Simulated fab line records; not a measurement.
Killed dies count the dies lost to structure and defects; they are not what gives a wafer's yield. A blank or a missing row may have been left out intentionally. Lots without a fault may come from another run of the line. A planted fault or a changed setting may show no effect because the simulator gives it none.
Which tool was responsible? ; flow berkeley-cmos170 ; 42 wafers from 14 lots sampled at 4 of the route's 331 steps

## WHAT THE GAUGES READ, wafer by wafer
UCB170_START_BOW_MEAS_00. Usual: INCOMING_BOW gives 0 um (standard deviation 6.7).
lot;measured;on;INCOMING_BOW (um);flag
L403;day 1 10:01;film-metro-02;6 -4 5;
L404;day 1 15:00;film-metro-04;3 5 -4;
L405;day 1 20:02;film-metro-02;-6 -1 4;
L406;day 2 01:01;film-metro-04;0 -4 0;
L409;day 2 16:02;film-metro-02;4 -4 16;
L410;day 2 21:02;film-metro-04;-3 -5 4;
L411;day 3 02:01;film-metro-02;5 3 -6;
L412;day 3 07:01;film-metro-04;15 -7 4;
L413;day 3 12:01;film-metro-01;-5 6 9;
L416;day 4 03:00;film-metro-02;3 5 -9;
L420;day 4 23:00;film-metro-02;-13 2 12;
L421;day 5 04:00;film-metro-01;-12 -3 -1;
L424;day 5 19:01;film-metro-02;4 -1 -15;
L425;day 6 00:00;film-metro-01;6 -1 -8;

UCB170_PWELL_THK_MEAS_06. Usual: PWELL_NITRIDE_THK gives 219.9 nm (standard deviation 1.7).
lot;measured;on;PWELL_NITRIDE_THK (nm);flag
L403;day 3 03:20;film-metro-03;221.5 220.4 221.3;
L404;day 3 03:19;film-metro-04;218.7 220.6 218.4;
L405;day 3 09:14;film-metro-04;219.0 218.1 218.6;
L406;day 3 17:16;film-metro-04;222.3 219.8 221.3;
L409;day 4 03:30;film-metro-04;218.3 215.5 218.0;
L410;day 4 09:29;film-metro-03;220.3 222.6 222.9;
L411;day 4 15:17;film-metro-01;220.3 219.6 221.0;
L412;day 5 02:02;film-metro-03;221.1 218.2 218.7;
L413;day 5 06:06;film-metro-01;221.3 222.1 221.7;
L416;day 5 21:34;film-metro-03;220.7 219.9 221.3;
L420;day 6 15:37;film-metro-04;220.5 221.2 220.7;
L421;day 6 15:37;film-metro-03;218.7 217.8 218.7;
L424;day 7 13:52;film-metro-03;220.1 219.7 221.1;
L425;day 7 18:54;film-metro-03;220.2 221.1 221.1;

UCB170_PVT_TW_MEAS_09. Usual: PVT_TW gives 510.8 (standard deviation 2.9).
lot;measured;on;PVT_TW;flag
L403;day 5 21:19;film-metro-04;515.5 512.0 513.2;
L404;day 5 22:11;film-metro-01;511.4 509.5 509.4;
L405;day 5 21:36;film-metro-04;514.7 513.1 512.6;
L406;day 6 15:58;film-metro-03;508.5 507.3 507.6;
L409;day 7 04:47;film-metro-01;514.6 514.0 513.6;
L410;day 7 09:05;film-metro-03;507.8 509.1 509.5;
L411;day 7 19:52;film-metro-01;512.2 511.8 512.8;
L412;day 7 20:08;film-metro-04;515.0 516.0 513.7;
L413;day 8 06:57;film-metro-03;507.5 507.3 506.3;
L416;day 8 19:47;film-metro-03;505.4 504.6 508.6;
L420;day 9 11:07;film-metro-03;421.4 422.4 421.0;OFF
L421;day 9 10:13;film-metro-03;424.4 424.7 423.7;OFF
L424;day 10 12:52;film-metro-01;510.6 511.1 513.1;
L425;day 10 12:29;film-metro-01;512.0 513.2 512.5;

## TOOL THAT RAN EACH LOT (tool first, then ch and the chambers of the sampled wafers, then the start)
lot;UCB170_PVT_IMPLANT_07
L403;implanter-04 ch 0, day 5 21:05
L404;implanter-04 ch 0, day 5 21:47
L405;implanter-03 ch 0, day 5 21:23
L406;implanter-03 ch 0, day 6 15:44
L409;implanter-01 ch 0, day 7 04:34
L410;implanter-03 ch 0, day 7 08:50
L411;implanter-03 ch 0, day 7 19:37
L412;implanter-04 ch 0, day 7 19:53
L413;implanter-01 ch 0, day 8 06:43
L416;implanter-03 ch 0, day 8 19:32
L420;implanter-01 ch 0, day 9 10:52
L421;implanter-01 ch 0, day 9 09:58
L424;implanter-03 ch 0, day 10 12:38
L425;implanter-04 ch 0, day 10 12:14
- UCB170_PVT_IMPLANT_07

## WHAT THE TOOLS THEMSELVES READ (means of the sampled wafers that have a number; where no wafer has one, the mark that the record gives instead)
UCB170_PVT_IMPLANT_07. Usual: beam-on-s 10.00 s, standard deviation 0.2; dose-ions-cm2 2e+12, standard deviation 2.2e+09; faraday-current-uA 6.34, standard deviation 0.13.
lot;tool;beam-on-s (s);dose-ions-cm2;faraday-current-uA;flag
L403;implanter-04;10.03;2e+12;6.33;
L404;implanter-04;10.01;2e+12;6.33;
L405;implanter-03;10.01;2e+12;6.32;
L406;implanter-03;10.08;2e+12;6.29;
L409;implanter-01;9.88;2e+12;6.43;
L410;implanter-03;9.92;2e+12;6.39;
L411;implanter-03;9.84;2e+12;6.46;
L412;implanter-04;9.95;2e+12;6.38;
L413;implanter-01;9.89;2e+12;6.42;
L416;implanter-03;10.10;2e+12;6.28;
L420;implanter-01;9.99;1e+12;3.49;OFF
L421;implanter-01;10.01;1e+12;3.49;OFF
L424;implanter-03;10.03;2e+12;6.34;
L425;implanter-04;10.07;2e+12;6.29;

## THE ANSWER, worked out from the rows above alone
Rule: a lot counts as off when the mean over its wafers that have a number is more than 3 standard deviations away from the usual mean. Also off: a lot with no number at a reading for which 4 or more lots have one. Where the step has rows for the other lots, those lots are counted as sound. The gauges are gone through in route order, then the tools' own readings, and for those a lot's mean is taken as printed above. At the first step where some lot is off, the reading lying furthest off is the one used; lots without a number count as furthest.
Off: at UCB170_PVT_TW_MEAS_09 (PVT_TW), L420, L421.
If a tool, at a process step before that reading, ran all the lots that are off and no sound lot after the first of them, it fits. Not tried: the gauges at UCB170_PVT_TW_MEAS_09; whatever is off there is also off at UCB170_PVT_IMPLANT_07, on other tools, and gauge error can't account for it. One candidate fits, namely implanter-01 at UCB170_PVT_IMPLANT_07. Its last sound lot is L413 (day 8 06:43), its first lot that is off L421 (day 9 09:58): a fault that began between those two fits.
The tool's own readings at UCB170_PVT_IMPLANT_07 bear it out: on the lots that are off they differ by more than 5 times the standard deviation of the sound lots' means. dose-ions-cm2 reads 1e+12 there against 2e+12 on the sound lots; faraday-current-uA reads 3.49 there against 6.36 on the sound lots.

## WHAT THE SIMULATOR PUT IN
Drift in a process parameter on implanter-01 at UCB170_PVT_IMPLANT_07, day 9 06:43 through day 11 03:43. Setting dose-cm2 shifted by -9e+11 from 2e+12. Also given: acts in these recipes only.
Lots struck among those shown: L420, L421. The rule above found the same.
